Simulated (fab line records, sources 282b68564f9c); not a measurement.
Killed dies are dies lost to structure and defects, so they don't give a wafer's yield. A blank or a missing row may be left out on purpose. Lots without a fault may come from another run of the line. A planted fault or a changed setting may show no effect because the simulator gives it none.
A struck lot beside a sound one | flow rit_cmos | 31 steps out of a route of 202
Sound: wafers L938.2, L938.4, L938.6. Struck: wafer L941.2. (L941.1, L941.4 of the same lot were not struck and are left out.) The cause comes at the end.
At each step with rows: each side's tool, then ch and its chambers, then its first start. Under that, the readings that differ: sound wafers | struck wafers | difference of the means | sigmas: that difference in standard deviations of wafers without a fault.
alike: readings whose means differ by less than 2 such deviations, and words and numbers that are the same on both sides. not compared: withheld readings, readings that some wafer has no value for, bounds like >300 that may hide the same value, and numbers for which the record gives no deviation and whose values overlap.
The two part at a step that has a row with sigmas, a row that says differs or no value, or rows on one side only. Numbers that don't overlap but have no deviation are shown without sigmas and don't part them. A reading that every wafer of one side lacks parts them only if that side has two wafers or more.

first, 4 steps without rows for these wafers: RIT_CONTACT_SOFTBAKE_04 (time 60 s); RIT_CONTACT_EXPOSE_05 (exposes mask M11, target cd 1000 nm); RIT_CONTACT_PEB_06; RIT_CONTACT_DEVELOP_07 (develop time 120 s).
RIT_CONTACT_CD_MEAS_08: target cd 1000 nm.
  sound on cd_sem-01, day 4 18:02; struck on cd_sem-02, day 5 11:29
  alike: cd_nm
RIT_CONTACT_OVL_MEAS_09:
  sound on overlay-01, day 4 18:09; struck on overlay-01, day 5 11:36
  alike: CONTACT_OVL
then, 1 step without rows for these wafers: RIT_CONTACT_HARDBAKE_10 (time 60 s).
RIT_CONTACT_ETCH_11: etches SiO2 in CHF3/CF4/Ar, stops on TiSi2, target depth 480 nm, time 320 s.
  sound on rie_diel-01 ch 0,2, day 4 18:20; struck on rie_diel-03 ch 1, day 5 11:57
  alike: drypump_motor_current_A, oes_product_au, throttle_valve_pct
  not compared: rf_hours_counter_h
RIT_CONTACT_STRIP_12: strips in O2, time 180 s.
  sound on plasma_asher-03 ch 0,1, day 4 18:31; struck on plasma_asher-01 ch 1, day 5 12:08
  alike: drypump_motor_current_A
  not compared: rf_hours_counter_h
RIT_CONTACT_CD_MEAS_90: target cd 1000 nm.
  sound on cd_sem-02, day 4 18:43; struck on cd_sem-01, day 5 12:19
  alike: cd_nm
then, 2 steps without rows for these wafers: RIT_CONTACT_CLEAN_13 (cleans in SC1, time 600 s); RIT_CONTACT_CLEAN_14 (cleans in SC2, time 600 s).
RIT_M1_SPUTTER_00: material Al, target thk 400 nm, time 500 s.
  sound on pvd_sputter-01, day 4 19:10; struck on pvd_sputter-01, day 5 12:48
  alike: throttle_valve_pct
RIT_M1_RS_MEAS_01: measures by four-point-probe.
  sound on film_metro-04, day 4 19:29; struck on film_metro-03, day 5 13:06
  reading           | sound                | struck | difference | sigmas
  M1_AL_RS (ohm/sq) | 0.0723 0.0725 0.0725 | 0.0754 | +0.0030    | +4
RIT_M1_THK_MEAS_02: measures by xrf.
  sound on film_metro-04, day 4 19:35; struck on film_metro-03, day 5 13:13
  reading        | sound       | struck | difference | sigmas
  M1_AL_THK (nm) | 401 398 401 | 386    | -14        | -3
then, 6 steps without rows for these wafers: RIT_M1_HMDS_03 (prime time 60 s); RIT_M1_COAT_04 (resist thk 1300 nm); RIT_M1_SOFTBAKE_05 (time 60 s); RIT_M1_EXPOSE_06 (exposes mask M12, target cd 2600 nm); RIT_M1_PEB_07; RIT_M1_DEVELOP_08 (develop time 68 s).
RIT_M1_CD_MEAS_09: target cd 2600 nm.
  sound on cd_sem-02, day 4 20:40; struck on cd_sem-02, day 5 14:10
  alike: cd_nm
RIT_M1_OVL_MEAS_10:
  sound on overlay-02, day 4 20:46; struck on overlay-02, day 5 14:17
  alike: M1_OVL
then, 1 step without rows for these wafers: RIT_M1_HARDBAKE_11 (time 120 s).
RIT_M1_METAL_ETCH_12: etches Al in Cl2/BCl3, stops on SiO2, time 165 s, target depth 600 nm.
  sound on rie_metal-03 ch 0,1, day 4 21:03; struck on rie_metal-03 ch 0, day 5 14:34
  alike: drypump_motor_current_A, oes_product_au, throttle_valve_pct
  not compared: rf_hours_counter_h
then, 1 step without rows for these wafers: RIT_M1_STRIP_13 (strips in nmp, time 600 s).
RIT_M1_STRIP_14: strips in O2, time 180 s.
  sound on plasma_asher-02 ch 0,1, day 4 21:23; struck on plasma_asher-02 ch 0, day 5 14:54
  alike: drypump_motor_current_A
  not compared: rf_hours_counter_h
RIT_M1_CD_MEAS_90: target cd 2600 nm.
  sound on cd_sem-01, day 4 21:35; struck on cd_sem-02, day 5 15:05
  alike: cd_nm
then, 1 step without rows for these wafers: RIT_M1_ANNEAL_15 (time 1800 s).
RIT_M1_BOW_MEAS_16:
  sound on film_metro-04, day 4 23:13; struck on film_metro-03, day 5 16:42
  alike: M1_BOW
RIT_M1_PROBE_99:
  sound on prober-01, day 4 23:22; struck on prober-02, day 5 16:52
  reading                               | sound              | struck                   | difference                   | sigmas
  hold                                  | - - -              | await_dispo/2.8h/release | no value on the sound wafers |
  defect_limited_yield (%)              | 97.7 97.7 98.5     | 83.7                     | -14.3                        | -13
  killed_at_M0_to_M3                    | 0 0 0              | 34                       | +34                          | +99 or more
  killed_dies                           | 6 6 4              | 43                       | +38                          | +13
  killed_on_rim                         | 2 0 2              | 9                        | +8                           | +6
  killed_short                          | 2 3 2              | 7                        | +5                           | +2
  sort_bin_3_pad_short (%)              | 0.4 0 0            | 1.9                      | +1.8                         | +8
  sort_bin_5_function (%)               | 0.8 1.1 1.1        | 12.5                     | +11.5                        | +15
  sort_n_pass                           | 258.0 258.0 260.0  | 221.0                    | -37.7                        | -13
  sort_yield_pct (%)                    | 97.7 97.7 98.5     | 83.7                     | -14.3                        | -13
  model.etest.tester.sort_n_pass        | 258 258 260        | 221                      | -38                          |
  model.etest.tester.sort_yield_pct (%) | 97.73 97.73 98.48  | 83.71                    | -14.27                       |
  model.etest.tester.sort_bin_5_pct (%) | 0.7576 1.136 1.136 | 12.5                     | +11.5                        |
  model.etest.tester.sort_bin_3_pct (%) | 0.3788 0 0         | 1.894                    | +1.768                       |
  alike: killed_at_contacts, killed_at_front_end, killed_open, sort_bin_6_memory

WHERE THEY PART
First at RIT_M1_RS_MEAS_01; last, within this record, at RIT_M1_PROBE_99.

WHY: what the simulator had put in
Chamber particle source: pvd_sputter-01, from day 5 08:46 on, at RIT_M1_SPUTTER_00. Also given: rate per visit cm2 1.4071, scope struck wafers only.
